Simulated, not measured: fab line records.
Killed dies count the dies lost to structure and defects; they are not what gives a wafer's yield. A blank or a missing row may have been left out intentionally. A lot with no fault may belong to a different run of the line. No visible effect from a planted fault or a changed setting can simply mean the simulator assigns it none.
Split-lot experiment + flow berkeley cmos170 + 23 wafers read across 5 lots, on a route 331 steps long

ABOUT THE SPLIT
At UCB170_M3_METAL_ETCH_18 (etches Al in Cl2/BCl3, stops on SiO2, target depth 1170 nm, time 195 s), the setting over etch frac was moved away from the recipe's 0.3 on 9 of the 23 wafers read, by -10.9% to +27.1%. For the rest of the wafers, this setting stayed at what the recipe calls for.

Split to reading: the file shows no intervening step.

THE READING
oes product au, in a.u., at UCB170_M3_STRIP_19 (strips in O2). On this fab line, fault-free wafers typically give 0.560 a.u. with a standard deviation of 0.012 a.u.

| wafer  | tool, chamber at the split | over etch frac as run | against the recipe | oes product au, a.u. | against lot-mates on the recipe |
|--------|----------------------------|-----------------------|--------------------|----------------------|---------------------------------|
| L076.1 | rie metal-01, 0            | 0.3                   | recipe             | 0.564                | -                               |
| L076.2 | rie metal-01, 1            | 0.3                   | recipe             | 0.548                | -                               |
| L076.4 | rie metal-01, 1            | 0.3                   | recipe             | 0.558                | -                               |
| L076.5 | rie metal-01, 0            | 0.3                   | recipe             | 0.572                | -                               |
| L076.6 | rie metal-01, 1            | 0.3                   | recipe             | 0.547                | -                               |
| L075.3 | rie metal-03, 0            | 0.3                   | recipe             | 0.552                | -                               |
| L075.4 | rie metal-03, 1            | 0.3                   | recipe             | 0.549                | -                               |
| L075.5 | rie metal-03, 1            | 0.3                   | recipe             | 0.556                | -                               |
| L077.1 | rie metal-01, 0            | 0.3                   | recipe             | 0.576                | -                               |
| L077.3 | rie metal-01, 0            | 0.3813                | +27.1%             | 0.530                | -0.034                          |
| L077.4 | rie metal-01, 1            | 0.3813                | +27.1%             | 0.519                | -0.045                          |
| L077.5 | rie metal-01, 0            | 0.3813                | +27.1%             | 0.529                | -0.035                          |
| L077.6 | rie metal-01, 1            | 0.3                   | recipe             | 0.552                | -                               |
| L082.1 | rie metal-03, 0            | 0.3607                | +20.2%             | 0.519                | -0.026                          |
| L082.2 | rie metal-03, 0            | 0.3                   | recipe             | 0.541                | -                               |
| L082.3 | rie metal-03, 0            | 0.3                   | recipe             | 0.549                | -                               |
| L082.4 | rie metal-03, 0            | 0.3607                | +20.2%             | 0.513                | -0.032                          |
| L082.5 | rie metal-03, 0            | 0.3607                | +20.2%             | 0.517                | -0.028                          |
| L079.1 | rie metal-04, 1            | 0.3                   | recipe             | 0.565                | -                               |
| L079.3 | rie metal-04, 0            | 0.2672                | -10.9%             | 0.585                | +0.019                          |
| L079.4 | rie metal-04, 1            | 0.2672                | -10.9%             | 0.581                | +0.015                          |
| L079.5 | rie metal-04, 1            | 0.3                   | recipe             | 0.567                | -                               |
| L079.6 | rie metal-04, 0            | 0.2672                | -10.9%             | 0.577                | +0.011                          |

THE FIT
A straight line over all 23 wafers: oes product au changes by -0.00156 a.u. for each +1% of over etch frac; r = -0.88; the points scatter about the line by 0.01 a.u.
The same after taking each lot's own level away (the mean of its wafers on the recipe; 23 wafers): -0.0014 a.u. for each +1%; r = -0.94; scatter 0.0066 a.u.
According to that fit, moving over etch frac by its largest amount changes the reading by 0.038 a.u.
Measured against the standard deviation above, the lots' own levels, which go from 0.5450 to 0.5660 a.u., span 1.7 times it.
Thus the slope moves with the lot-to-lot level: the two fits are different.
Check: with one of the wafers moved furthest among these (+27.1%) left out of the fit, the line predicts -0.0391 a.u. for it against its lot-mates. It came out at -0.034 a.u. against them.

THESE WAFERS: OTHER SPLITS
Other splits were also applied to these wafers ahead of the reading. Each is held against what the fit with the lots' levels taken away leaves over:
| other split on the same wafers           | wafers away from the commonest value | r with oes product au (lot level and that fit taken away) |
|------------------------------------------|--------------------------------------|-----------------------------------------------------------|
| UCB170_NLDD_COAT_01 resist thk nm        | 6                                    | +0.15                                                     |
| UCB170_NLDD_IMPLANT_09 energy kev        | 10                                   | +0.06                                                     |
| UCB170_CONTACT_CVD_01 o2 flow sccm       | 10                                   | +0.01                                                     |
| UCB170_CONTACT_ETCH_18 rf w              | 8                                    | -0.11                                                     |
| UCB170_M1_METAL_ETCH_12 time s           | 6                                    | +0.02                                                     |
| UCB170_M2_STRIP_07 o2 flow sccm          | 4                                    | +0.08                                                     |
| UCB170_M2_METAL_ETCH_18 icp w            | 11                                   | +0.10                                                     |
| UCB170_V2_ETCH_14 rf w                   | 5                                    | +0.23                                                     |
| UCB170_M3_SPUTTER_01 chamber pressure pa | 15                                   | -0.01                                                     |

THE WHOLE CHAIN: every reading that the file lists as answering this split, in the file's order
| step                    | what it does                                                           | reading                                                                   | change (the file's fit)                  | r (the file's) |
|-------------------------|------------------------------------------------------------------------|---------------------------------------------------------------------------|------------------------------------------|----------------|
| UCB170_M3_METAL_ETCH_18 | etches Al in Cl2/BCl3, stops on SiO2, target depth 1170 nm, time 195 s | KrF_of_M3_COAT_10.thk nm (the simulator's own value, which no gauge read) | -1.51 nm for each +1% of the setting     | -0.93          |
| UCB170_M3_STRIP_19      | strips in O2                                                           | oes product au                                                            | -0.0014 a.u. for each +1% of the setting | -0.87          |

FILE'S OWN FIT
oes product au changes by -0.0014 a.u. for each +1% of over etch frac, r = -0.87.
